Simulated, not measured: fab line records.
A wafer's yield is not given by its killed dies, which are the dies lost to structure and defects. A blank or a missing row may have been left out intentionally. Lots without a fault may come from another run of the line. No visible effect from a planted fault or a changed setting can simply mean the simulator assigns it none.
fab line records	flow rit-cmos
record lots=14	wafers=42	last-day=7
route steps=202 shown GATE@96 SPACER@130 NSD@137 NLDD@160 M1@202
lots that met no fault: taken from a fault-free run of the same line
start-h: start of the lot's first displayed wafer, in hours after the record's first day	wait-h: how many hours have passed since the lot's step before this one	" identical to the entry in the row above	L1.1+2: several wafers, shown together as one row	- either no value or no given start	* or withheld: withheld	< > ~ a bound
route shown NAME@n: NAME is a module with steps in the file, n the number in the route of the first one	usual: average and standard deviation across the fault-free wafers	same: alike in all rows	chamber/n: place in a boat	sites: each site's reading	_std_site: how widely they spread, as a standard deviation	_edge_site: inner sites' mean taken away from outer sites' mean	radius-mm: for every site, how far away it sits from the centre of the wafer	mask NAME#n: copy n	behind: the tool/chamber that last shaped the wafer	hold: reason for holding the lot/hours on hold/outcome of the hold	device: transistor that didn't switch, given as n, p or np	end of line: tests run on the same wafers once the route is complete	for a step that has no rows: nothing shown but its recipe	killed: count of dies lost to structure and defects at first sort (not the wafer's yield)	map: shows each die of a wafer: x if killed, . if not, _ if none is there
set.NAME: the setting that was run; set.NAME@STEP: the one run at that earlier step	model.NAME: the simulator's own value behind a step, which no gauge read
a sample of lots followed through the steps of the route, with each step as a table and each wafer as a row
services: from which hour (start-h, from the record's first day; less than 0 if before it) a tool's chamber was out of use, for how many hours, and why
## steps
# step RIT_GATE_STRIP_20
# recipe chemistry=O2	time-s=180	resist=NOVOLAK	platen-temp-c=withheld	power-w=500	pressure-mtorr=4000	o2-flow-sccm=3888
# usual drypump-motor-current-A=5.7/0.58
lot.wafer	tool	chamber	start-h	wait-h	drypump-motor-current-A	rf-hours-counter-h
L441.1	plasma-asher-03	1	39.32	0.1	5.6	41
L441.2	"	0	"	"	5.5	41
L441.4	"	1	"	"	5.6	-
L442.1	plasma-asher-04	0	46.44	0.1	4.8	26
L442.2	"	1	"	"	5.6	26
L442.5	"	0	"	"	4.8	-
L443.2	plasma-asher-03	0	49.75	0.1	5.5	43
L443.4	"	0	"	"	5.5	-
L443.6	"	1	"	"	5.6	-
L444.1	plasma-asher-03	0	54.75	0.1	5.5	43
L444.3	"	1	"	"	5.6	-
L444.6	"	0	"	"	5.5	-
L445.1	plasma-asher-04	1	63.17	0.1	5.6	28
L445.4	"	0	"	"	4.8	-
L445.6	"	0	"	"	4.8	-
L447.1	plasma-asher-04	0	73.78	0.1	4.8	29
L447.3	"	1	"	"	5.6	-
L447.5	"	1	"	"	5.6	-
L449.1	plasma-asher-03	0	82.03	0.1	5.5	46
L449.3	"	0	"	"	5.5	-
L449.5	"	1	"	"	5.6	-
L450.3	plasma-asher-02	0	85.92	0.1	6.8	-
L450.4	"	1	"	"	6.0	-
L450.5	"	0	"	"	6.8	-
L453.2	plasma-asher-02	1	98.46	0.1	6.0	44
L453.3	"	1	"	"	6.1	-
L453.4	"	0	"	"	6.8	-
L456.3	plasma-asher-03	1	114.90	0.1	5.6	-
L456.4	"	0	"	"	5.5	-
L456.5	"	1	"	"	5.6	-
L458.1	plasma-asher-03	0	123.65	0.1	5.5	51
L458.3	"	0	"	"	5.5	-
L458.4	"	1	"	"	5.7	-
L459.1	plasma-asher-02	1	130.54	0.1	6.1	48
L459.2	"	0	"	"	6.8	48
L459.6	"	0	"	"	6.8	-
L462.1	plasma-asher-02	1	143.19	0.1	6.0	49
L462.3	"	1	"	"	6.0	-
L462.4	"	0	"	"	6.8	-
L464.2	plasma-asher-03	0	153.46	0.1	5.5	54
L464.3	"	1	"	"	5.6	-
L464.5	"	1	"	"	5.6	-
# step RIT_SPACER_ETCHBACK_05
# recipe target-depth-a=2500	SF6_flow_sccm=30	CHF3_flow_sccm=30	target=Si3N4	chemistry=SF6/CHF3	pressure-mtorr=40	rf-w=250	time-s=240	stop-on=SiO2
# usual drypump-motor-current-A=5.7/0.49	oes-product-au=0.827/0.0083	rf-fwd-power-W=249.2/0.78	throttle-valve-pct=10.33/0.16
lot.wafer	tool	chamber	start-h	wait-h	drypump-motor-current-A	oes-product-au	rf-fwd-power-W	rf-hours-counter-h	throttle-valve-pct
L441.1	rie-diel-04	0	48.79	0.1	6.4	0.838	248.6	39	10.49
L441.2	"	3	"	"	6.0	0.830	248.4	97	10.57
L441.4	"	1	"	"	5.7	0.835	248.9	100	10.30
L442.1	rie-diel-01	1	55.23	0.1	5.0	0.813	248.9	48	10.31
L442.2	"	2	"	"	6.1	0.826	249.5	47	10.31
L442.5	"	3	"	"	5.7	0.825	249.4	-	10.42
L443.2	rie-diel-02	2	58.68	0.0	5.5	0.818	249.4	4	10.37
L443.4	"	3	"	"	5.3	0.818	249.1	5	9.93
L443.6	"	0	"	"	5.6	0.829	249.5	-	10.42
L444.1	rie-diel-01	2	67.34	0.1	6.1	0.817	248.7	48	10.32
L444.3	"	1	"	"	5.0	0.827	248.4	48	10.32
L444.6	"	2	"	"	6.1	0.830	247.3	-	10.33
L445.1	rie-diel-04	1	71.79	0.1	5.8	0.837	248.7	100	10.29
L445.4	"	0	"	"	6.4	0.844	248.6	39	10.48
L445.6	"	3	"	"	6.0	0.823	249.5	-	10.55
L447.1	rie-diel-02	0	82.41	0.1	5.5	0.837	250.1	151	10.43
L447.3	"	3	"	"	5.4	0.827	249.4	5	9.95
L447.5	"	2	"	"	5.5	0.830	248.9	-	10.36
L449.1	rie-diel-01	0	91.87	0.1	6.5	0.836	248.5	6	10.18
L449.3	"	2	"	"	6.1	0.818	249.0	48	10.32
L449.5	"	0	"	"	6.5	0.826	249.4	-	10.16
L450.3	rie-diel-02	1	96.80	0.0	5.5	0.840	249.2	73	10.43
L450.4	"	0	"	"	5.5	0.831	249.3	151	10.43
L450.5	"	2	"	"	5.5	0.813	248.4	-	10.37
L453.2	rie-diel-01	1	108.16	0.0	5.0	0.818	248.7	49	10.33
L453.3	"	2	"	"	6.1	0.829	249.7	48	10.31
L453.4	"	0	"	"	6.5	0.829	249.0	6	10.15
L456.3	rie-diel-04	3	123.89	0.0	6.0	0.819	249.2	99	10.56
L456.4	"	1	"	"	5.8	0.811	249.2	101	10.29
L456.5	"	1	"	"	5.8	0.832	249.1	-	10.32
L458.1	rie-diel-04	3	132.58	0.1	6.0	0.825	249.4	99	10.53
L458.3	"	0	"	"	6.4	0.835	248.8	41	10.48
L458.4	"	2	"	"	5.0	0.832	248.0	9	10.28
L459.1	rie-diel-01	0	140.24	0.1	6.5	0.827	248.3	7	10.16
L459.2	"	3	"	"	5.7	0.825	348.8	9	10.44
L459.6	"	3	"	"	5.7	0.815	349.3	-	10.42
L462.1	rie-diel-01	0	153.83	0.1	6.5	0.833	247.6	7	10.15
L462.3	"	3	"	"	5.6	0.821	348.4	9	10.42
L462.4	"	2	"	"	6.1	0.821	248.8	49	10.33
L464.2	rie-diel-04	1	163.42	0.0	5.8	0.823	249.5	102	10.30
L464.3	"	3	"	"	6.0	0.806	248.5	100	10.56
L464.5	"	3	"	"	6.0	0.825	249.6	-	10.56
# step RIT_NSD_OVL_MEAS_06
# usual NSD_OVL=-0.9/1.3
lot.wafer	tool	chamber	start-h	wait-h	NSD_OVL[nm]
L441.1	overlay-02	-	49.79	-	-4.2
L441.2	"	-	"	"	-2.5
L441.4	"	-	"	"	-1.6
L442.1	overlay-01	-	56.23	-	-1.1
L442.2	"	-	"	"	0.7
L442.5	"	-	"	"	-2.0
L443.2	overlay-01	-	59.69	-	-0.3
L443.4	"	-	"	"	1.6
L443.6	"	-	"	"	-1.2
L444.1	overlay-02	-	68.34	-	-4.5
L444.3	"	-	"	"	-4.2
L444.6	"	-	"	"	-3.7
L445.1	overlay-01	-	73.02	-	-0.5
L445.4	"	-	"	"	-0.1
L445.6	"	-	"	"	0.2
L447.1	overlay-02	-	83.41	-	0.4
L447.3	"	-	"	"	-0.5
L447.5	"	-	"	"	-1.6
L449.1	overlay-01	-	92.87	-	-2.3
L449.3	"	-	"	"	-1.2
L449.5	"	-	"	"	-0.5
L450.3	overlay-02	-	97.81	-	-1.6
L450.4	"	-	"	"	-2.6
L450.5	"	-	"	"	-2.2
L453.2	overlay-02	-	109.35	-	0.2
L453.3	"	-	"	"	-1.6
L453.4	"	-	"	"	0.1
L456.3	overlay-01	-	125.03	-	-0.8
L456.4	"	-	"	"	-1.2
L456.5	"	-	"	"	-3.0
L458.1	overlay-01	-	133.59	-	-0.1
L458.3	"	-	"	"	-0.7
L458.4	"	-	"	"	0.1
L459.1	overlay-01	-	141.58	-	-0.2
L459.2	"	-	"	"	-1.2
L459.6	"	-	"	"	0.0
L462.1	overlay-01	-	154.83	-	-1.6
L462.3	"	-	"	"	-1.0
L462.4	"	-	"	"	-2.1
L464.2	overlay-02	-	164.64	-	-2.9
L464.3	"	-	"	"	-1.9
L464.5	"	-	"	"	-1.3
# step RIT_SDANNEAL_RS_MEAS_07
# recipe thk-meas-gauge=four-point-probe
# usual NLDD_RS=154.4/0.49
lot.wafer	tool	chamber	start-h	wait-h	NLDD_RS[ohm/sq]
L441.1	film-metro-02	-	52.69	0.1	154.8
L441.2	"	-	"	"	154.9
L441.4	"	-	"	"	154.4
L442.1	film-metro-01	-	59.01	0.1	155.1
L442.2	"	-	"	"	154.8
L442.5	"	-	"	"	154.8
L443.2	film-metro-04	-	62.61	0.1	155.3
L443.4	"	-	"	"	154.7
L443.6	"	-	"	"	155.1
L444.1	film-metro-04	-	71.27	0.1	154.9
L444.3	"	-	"	"	154.3
L444.6	"	-	"	"	155.0
L445.1	film-metro-02	-	75.94	0.1	154.4
L445.4	"	-	"	"	154.4
L445.6	"	-	"	"	154.2
L447.1	film-metro-02	-	86.33	0.1	154.4
L447.3	"	-	"	"	154.9
L447.5	"	-	"	"	154.7
L449.1	film-metro-01	-	95.78	0.1	154.5
L449.3	"	-	"	"	153.9
L449.5	"	-	"	"	153.8
L450.3	film-metro-04	-	100.76	0.1	154.4
L450.4	"	-	"	"	154.4
L450.5	"	-	"	"	154.6
L453.2	film-metro-04	-	112.28	0.1	155.3
L453.3	"	-	"	"	155.5
L453.4	"	-	"	"	155.1
L456.3	film-metro-04	-	127.97	0.1	154.7
L456.4	"	-	"	"	154.8
L456.5	"	-	"	"	155.2
L458.1	film-metro-02	-	136.50	0.1	154.2
L458.3	"	-	"	"	154.9
L458.4	"	-	"	"	154.8
L459.1	film-metro-02	-	144.66	0.1	154.3
L459.2	"	-	"	"	154.4
L459.6	"	-	"	"	154.2
L462.1	film-metro-02	-	157.90	0.1	154.3
L462.3	"	-	"	"	154.4
L462.4	"	-	"	"	154.5
L464.2	film-metro-02	-	167.43	0.1	154.3
L464.3	"	-	"	"	154.4
L464.5	"	-	"	"	154.8
# step RIT_M1_PROBE_99
# usual killed-at-contacts=0.1/0.35	killed-at-front-end=6.9/2.8	killed-dies=7.0/2.8	killed-open=3.4/2	killed-short=3.5/2.1
# same gross-dies=264	killed_at_M0_to_M3=0	killed_at_M4_up=0	killed-at-back-side=0	killed-at-other=0
lot.wafer	tool	chamber	start-h	wait-h	killed-at-contacts	killed-at-front-end	killed-dies	killed-open	killed-short
L441.1	prober-01	-	60.12	0.1	1	3	4	2	2
L441.2	prober-01	-	60.17	0.1	0	10	10	5	5
L441.4	prober-01	-	60.27	0.2	0	4	4	1	3
L442.1	prober-02	-	65.90	0.1	0	13	13	4	9
L442.2	prober-02	-	65.95	0.1	0	5	5	0	5
L442.5	prober-02	-	66.10	0.2	0	13	13	6	7
L443.2	prober-01	-	69.72	0.1	0	10	10	4	6
L443.4	prober-01	-	69.82	0.2	0	5	5	5	0
L443.6	prober-01	-	69.92	0.2	0	5	5	2	3
L444.1	prober-02	-	78.25	0.1	0	4	4	3	1
L444.3	prober-02	-	78.35	0.2	0	8	8	7	1
L444.6	prober-02	-	78.50	0.2	0	7	7	4	3
L445.1	prober-01	-	83.06	0.1	0	7	7	0	7
L445.4	prober-01	-	83.21	0.2	0	9	9	4	5
L445.6	prober-01	-	83.31	0.2	0	7	7	5	2
L447.1	prober-01	-	93.43	0.1	0	6	6	1	5
L447.3	prober-01	-	93.53	0.2	0	5	5	1	4
L447.5	prober-01	-	93.63	0.2	1	10	11	4	7
L449.1	prober-01	-	102.73	0.1	0	8	8	5	3
L449.3	prober-01	-	102.83	0.2	0	5	5	3	2
L449.5	prober-01	-	102.93	0.2	1	5	6	4	2
L450.3	prober-02	-	108.45	0.2	0	6	6	3	3
L450.4	prober-02	-	108.50	0.2	0	3	3	2	1
L450.5	prober-02	-	108.55	0.2	0	8	8	4	4
L453.2	prober-01	-	119.29	0.1	0	3	3	2	1
L453.3	prober-01	-	119.34	0.2	0	9	9	5	4
L453.4	prober-01	-	119.39	0.2	1	3	4	1	3
L456.3	prober-02	-	135.16	0.2	0	5	5	1	4
L456.4	prober-02	-	135.21	0.2	0	6	6	4	2
L456.5	prober-02	-	135.26	0.2	0	6	6	3	3
L458.1	prober-02	-	144.09	0.1	0	9	9	4	5
L458.3	prober-02	-	144.19	0.2	0	10	10	7	3
L458.4	prober-02	-	144.24	0.2	0	7	7	5	2
L459.1	prober-01	-	151.92	0.1	1	8	9	2	6
L459.2	prober-01	-	151.97	0.1	2	7	9	3	5
L459.6	prober-01	-	152.17	0.2	0	7	7	4	3
L462.1	prober-02	-	165.06	0.1	1	13	14	4	10
L462.3	prober-02	-	165.16	0.2	0	6	6	3	3
L462.4	prober-02	-	165.21	0.2	0	7	7	3	4
L464.2	prober-02	-	174.46	0.1	0	3	3	0	3
L464.3	prober-02	-	174.51	0.2	0	10	10	5	5
L464.5	prober-02	-	174.61	0.2	0	5	5	1	4
# killed by level:class
L441.1 GATE:geometric-particle:open=2 GATE:geometric-particle:short=1 CONTACT:geometric-particle:short=1
L441.2 GATE:geometric-particle:short=3 SPACER:geometric-particle:open=3 GATE:geometric-particle:open=2 SPACER:geometric-particle:short=2
L441.4 GATE:geometric-particle:short=2 GATE:geometric-particle:open=1 SPACER:geometric-particle:short=1
L442.1 GATE:geometric-particle:short=4 GATE:geometric-particle:open=3 SPACER:geometric-particle:short=3 FOX1:geometric-particle:short=1 REOX:geometric-particle:short=1 SPACER:geometric-particle:open=1
L442.2 GATE:geometric-particle:short=2 SILICIDE:geometric-particle:short=2 FOX1:geometric-particle:short=1
L442.5 FOX1:geometric-particle:short=3 FOX1:geometric-particle:open=3 GATE:geometric-particle:open=2 GATE:geometric-particle:short=2 SPACER:geometric-particle:short=2 SPACER:geometric-particle:open=1
L443.2 FOX1:geometric-particle:short=4 FOX1:geometric-particle:open=4 GATE:geometric-particle:short=1 SILICIDE:geometric-particle:short=1
L443.4 FOX1:geometric-particle:open=4 GATE:geometric-particle:open=1
L443.6 GATE:geometric-particle:short=2 FOX1:geometric-particle:open=1 FOX2:geometric-particle:open=1 REOX:geometric-particle:short=1
L444.1 GATE:geometric-particle:open=2 GATE:geometric-particle:short=1 REOX:geometric-particle:open=1
L444.3 GATE:geometric-particle:open=4 FOX2:geometric-particle:open=1 REOX:geometric-particle:open=1 REOX:geometric-particle:short=1 SPACER:geometric-particle:open=1
L444.6 REOX:geometric-particle:open=3 FOX1:geometric-particle:short=1 FOX2:geometric-particle:short=1 GATE:geometric-particle:open=1 SILICIDE:geometric-particle:short=1
L445.1 FOX1:geometric-particle:short=2 GATE:geometric-particle:short=2 FOX2:geometric-particle:short=1 REOX:geometric-particle:short=1 SILICIDE:geometric-particle:short=1
L445.4 GATE:geometric-particle:short=3 REOX:geometric-particle:open=2 FOX1:geometric-particle:short=1 FOX1:geometric-particle:open=1 GATE:geometric-particle:open=1 REOX:geometric-particle:short=1
L445.6 FOX2:geometric-particle:open=2 GATE:geometric-particle:short=2 SILICIDE:geometric-particle:open=2 REOX:geometric-particle:open=1
L447.1 SPACER:geometric-particle:short=3 REOX:geometric-particle:short=1 FOX2:geometric-particle:short=1 GATE:geometric-particle:open=1
L447.3 GATE:geometric-particle:short=3 GATE:geometric-particle:open=1 SPACER:geometric-particle:short=1
L447.5 GATE:geometric-particle:short=2 GATE:geometric-particle:open=2 SPACER:geometric-particle:short=2 SILICIDE:geometric-particle:short=2 SPACER:geometric-particle:open=1 SILICIDE:geometric-particle:open=1 CONTACT:geometric-particle:short=1
L449.1 SPACER:geometric-particle:open=3 FOX1:geometric-particle:open=1 FOX1:geometric-particle:short=1 GATE:geometric-particle:short=1 REOX:geometric-particle:open=1 SILICIDE:geometric-particle:short=1
L449.3 REOX:geometric-particle:open=2 SPACER:geometric-particle:short=2 GATE:geometric-particle:open=1
L449.5 FOX1:geometric-particle:open=1 FOX1:geometric-particle:short=1 GATE:geometric-particle:open=1 GATE:geometric-particle:short=1 REOX:geometric-particle:open=1 CONTACT:geometric-particle:open=1
L450.3 GATE:geometric-particle:short=3 GATE:geometric-particle:open=1 REOX:geometric-particle:open=1 SPACER:geometric-particle:open=1
L450.4 GATE:geometric-particle:open=1 GATE:geometric-particle:short=1 SPACER:geometric-particle:open=1
L450.5 REOX:geometric-particle:open=3 GATE:geometric-particle:short=2 GATE:geometric-particle:open=1 REOX:geometric-particle:short=1 SPACER:geometric-particle:short=1
L453.2 ACTIVE:geometric-particle:open=1 FOX1:geometric-particle:short=1 REOX:geometric-particle:open=1
L453.3 GATE:geometric-particle:open=3 GATE:geometric-particle:short=2 REOX:geometric-particle:open=1 SPACER:geometric-particle:short=1 SPACER:geometric-particle:open=1 SILICIDE:geometric-particle:short=1
L453.4 FOX1:geometric-particle:open=1 GATE:geometric-particle:short=1 SPACER:geometric-particle:short=1 CONTACT:geometric-particle:short=1
L456.3 GATE:geometric-particle:short=4 SILICIDE:geometric-particle:open=1
L456.4 GATE:geometric-particle:open=2 FOX1:geometric-particle:short=1 GATE:geometric-particle:short=1 REOX:geometric-particle:open=1 SPACER:geometric-particle:open=1
L456.5 GATE:geometric-particle:open=2 FOX1:geometric-particle:short=1 GATE:geometric-particle:short=1 REOX:geometric-particle:open=1 SPACER:geometric-particle:short=1
L458.1 GATE:geometric-particle:short=4 FOX2:geometric-particle:open=2 GATE:geometric-particle:open=1 REOX:geometric-particle:open=1 REOX:geometric-particle:short=1
L458.3 GATE:geometric-particle:open=4 REOX:geometric-particle:open=2 SPACER:geometric-particle:short=2 GATE:geometric-particle:short=1 SPACER:geometric-particle:open=1
L458.4 GATE:geometric-particle:open=3 GATE:geometric-particle:short=1 REOX:geometric-particle:short=1 SPACER:geometric-particle:open=1 SILICIDE:geometric-particle:open=1
L459.1 SPACER:geometric-particle:short=3 GATE:geometric-particle:short=2 FOX2:geometric-particle:short=1 GATE:geometric-particle:open=1 SILICIDE:geometric-particle:open=1 CONTACT:coat-microbubble-printed=1
L459.2 GATE:geometric-particle:short=3 GATE:geometric-particle:open=1 REOX:geometric-particle:open=1 SILICIDE:geometric-particle:open=1 SILICIDE:geometric-particle:short=1 CONTACT:geometric-particle:short=1 CONTACT:coat-microbubble-printed=1
L459.6 GATE:geometric-particle:open=2 GATE:geometric-particle:short=2 FOX2:geometric-particle:open=1 SPACER:geometric-particle:open=1 SPACER:geometric-particle:short=1
L462.1 SPACER:geometric-particle:short=4 GATE:geometric-particle:short=2 SILICIDE:geometric-particle:open=2 ACTIVE:geometric-particle:short=1 FOX1:geometric-particle:short=1 FOX2:geometric-particle:short=1 FOX2:geometric-particle:open=1 SPACER:geometric-particle:open=1
L462.3 REOX:geometric-particle:open=2 FOX2:geometric-particle:short=1 GATE:geometric-particle:open=1 REOX:geometric-particle:short=1 SILICIDE:geometric-particle:short=1
L462.4 GATE:geometric-particle:open=3 FOX1:geometric-particle:short=1 GATE:geometric-particle:short=1 SPACER:geometric-particle:short=1 SILICIDE:geometric-particle:short=1
L464.2 FOX1:geometric-particle:short=1 GATE:geometric-particle:short=1 SILICIDE:geometric-particle:short=1
L464.3 GATE:geometric-particle:short=3 GATE:geometric-particle:open=3 FOX1:geometric-particle:short=2 FOX1:geometric-particle:open=1 SILICIDE:geometric-particle:open=1
L464.5 GATE:geometric-particle:short=2 REOX:geometric-particle:short=2 FOX1:geometric-particle:open=1
## services
tool	chamber	start-h	hours	kind
plasma-asher-02	-	33.02	3.0	repair
rie-diel-02	2	35.61	11.6	repair
rie-diel-02	1	44.26	2.9	repair
rie-diel-02	1	47.14	2.3	repair
rie-diel-02	-	47.66	2.8	pm
rie-diel-04	0	57.62	2.5	repair
plasma-asher-03	-	62.49	0.7	repair
rie-diel-02	1	82.84	1.4	repair
plasma-asher-04	-	93.69	0.4	repair
plasma-asher-04	-	105.16	2.2	repair
plasma-asher-02	-	123.99	3.4	repair
rie-diel-02	0	137.96	-	clean
rie-diel-02	0	137.96	23.7	scheduled-down
rie-diel-02	0	137.96	23.7	vent-cycle
plasma-asher-02	-	144.26	7.2	repair
rie-diel-04	3	145.27	2.7	repair
plasma-asher-04	-	162.57	3.1	repair
## key
first-sign step=RIT_SPACER_ETCHBACK_05	reading=rf-fwd-power-W	direction=up	sigmas=99+	usual=249.2	struck=348.8
effect none on later readings
met-at RIT_SPACER_ETCHBACK_05
struck-lots L459,L462
struck-wafers L459.2,L459.6,L462.3
tester-left-out L459,L462
not-acting-at RIT_GATE_STRIP_20,RIT_NSD_OVL_MEAS_06,RIT_SDANNEAL_RS_MEAS_07
onset-between 55.23 140.24
fault kind=process-parameter-drift	tool=rie-diel-01	chamber=3	onset-h=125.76	steps=RIT_SPACER_ETCHBACK_05	channel=rf-w	offset=100	shape=step	end-h=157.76	acts-in=these-recipes-only	stated=250
# tester-left-out: of these lots the tester's yield and bins aren't shown, on N5 and GAA mostly nor the transistor test; their killed dies are dies lost to structure and defects alone, not to doping, threshold or leakage, so they don't give the yield
